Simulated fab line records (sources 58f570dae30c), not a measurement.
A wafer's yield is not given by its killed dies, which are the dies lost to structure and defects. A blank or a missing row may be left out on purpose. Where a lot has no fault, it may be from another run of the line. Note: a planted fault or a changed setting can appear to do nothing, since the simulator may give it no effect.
Split-lot trial | flow berkeley_cmos170 | 23 wafers read from 5 lots, route of 331 steps

THE SPLIT
At UCB170_NSD_COAT_01 (resist thk 900 nm), the setting resist_thk_nm was moved away from the recipe's 900 nm on 5 of the 23 wafers read, by -5.5% to +2.5%. The other wafers ran this setting at the recipe's value.

The reading comes from the split's own step.

THE READING
KrF_of_NSD_COAT_01.thk_nm (the simulator's own value, which no gauge read), in nm, at UCB170_NSD_COAT_01 (resist thk 900 nm). There is no usual value for it anywhere in the file. Across the 18 wafers here that went through the recipe, the average is 899.7 nm and the standard deviation 2.3 nm.

wafer  | tool, chamber at the split | resist_thk_nm as run, nm | against the recipe | KrF_of_NSD_COAT_01.thk_nm, nm | against lot-mates on the recipe
L076.1 | litho_track-03, 0          | 900                      | recipe             | 896.1                         | -
L076.3 | litho_track-03, 0          | 900                      | recipe             | 898                           | -
L076.4 | litho_track-03, 0          | 900                      | recipe             | 895.6                         | -
L076.5 | litho_track-03, 0          | 900                      | recipe             | 895.9                         | -
L076.6 | litho_track-03, 0          | 900                      | recipe             | 897.7                         | -
L078.2 | litho_track-02, 0          | 900                      | recipe             | 899.2                         | -
L078.3 | litho_track-02, 0          | 900                      | recipe             | 899.4                         | -
L078.4 | litho_track-02, 0          | 900                      | recipe             | 898.5                         | -
L078.5 | litho_track-02, 0          | 900                      | recipe             | 903.4                         | -
L078.6 | litho_track-02, 0          | 900                      | recipe             | 900.8                         | -
L081.1 | litho_track-04, 0          | 900                      | recipe             | 901.6                         | -
L081.4 | litho_track-04, 0          | 900                      | recipe             | 899.6                         | -
L081.6 | litho_track-04, 0          | 900                      | recipe             | 899.3                         | -
L082.2 | litho_track-03, 0          | 900                      | recipe             | 900.3                         | -
L082.3 | litho_track-03, 0          | 850.5                    | -5.5%              | 853.1                         | -48.8
L082.4 | litho_track-03, 0          | 900                      | recipe             | 903.1                         | -
L082.5 | litho_track-03, 0          | 900                      | recipe             | 902.4                         | -
L082.6 | litho_track-03, 0          | 850.5                    | -5.5%              | 852.6                         | -49.3
L085.1 | litho_track-03, 0          | 900                      | recipe             | 900.9                         | -
L085.2 | litho_track-03, 0          | 900                      | recipe             | 901.9                         | -
L085.3 | litho_track-03, 0          | 922.1                    | +2.5%              | 925.2                         | +23.8
L085.4 | litho_track-03, 0          | 922.1                    | +2.5%              | 923.2                         | +21.8
L085.5 | litho_track-03, 0          | 922.1                    | +2.5%              | 924.3                         | +22.9

THE FIT
A straight line over all 23 wafers: KrF_of_NSD_COAT_01.thk_nm changes by +8.88 nm for each +1% of resist_thk_nm; r = +0.99; the points scatter about the line by 2.4 nm.
The same after taking each lot's own level away (the mean of its wafers on the recipe; 23 wafers): +9.02 nm for each +1%; r = +1.00; scatter 1.2 nm.
That fit puts the effect of the largest move of resist_thk_nm on the reading at 50 nm.
Measured against the standard deviation above, the lots' own levels, which go from 896.66 to 901.93 nm, span 2.3 times it.
The two slopes agree, so the slope changes little with the lot-to-lot level.
Check: with one of the wafers moved furthest among these (-5.5%) left out of the fit, the line predicts -49.9 nm for it against its lot-mates. It came out at -48.8 nm against them.

FURTHER SPLITS ON THESE WAFERS
Other splits were also applied to these wafers ahead of the reading. Each is held against what the fit with the lots' levels taken away leaves over:
other split on the same wafers   | wafers away from the commonest value | r with KrF_of_NSD_COAT_01.thk_nm (lot level and that fit taken away)
UCB170_PWELL_OXIDATION_02 temp_c | 10                                   | +0.09
UCB170_PWELL_COAT_08 spin_rpm    | 5                                    | -0.27
UCB170_ACTIVE_CVD_05 temp_c      | 15                                   | +0.01
UCB170_ACTIVE_PEB_11 peb_temp_c  | 11                                   | -0.22
UCB170_NVT_COAT_01 resist_thk_nm | 12                                   | +0.21

THE FILE'S OWN FIT
KrF_of_NSD_COAT_01.thk_nm changes by +8.99 nm for each +1% of resist_thk_nm, r = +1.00.
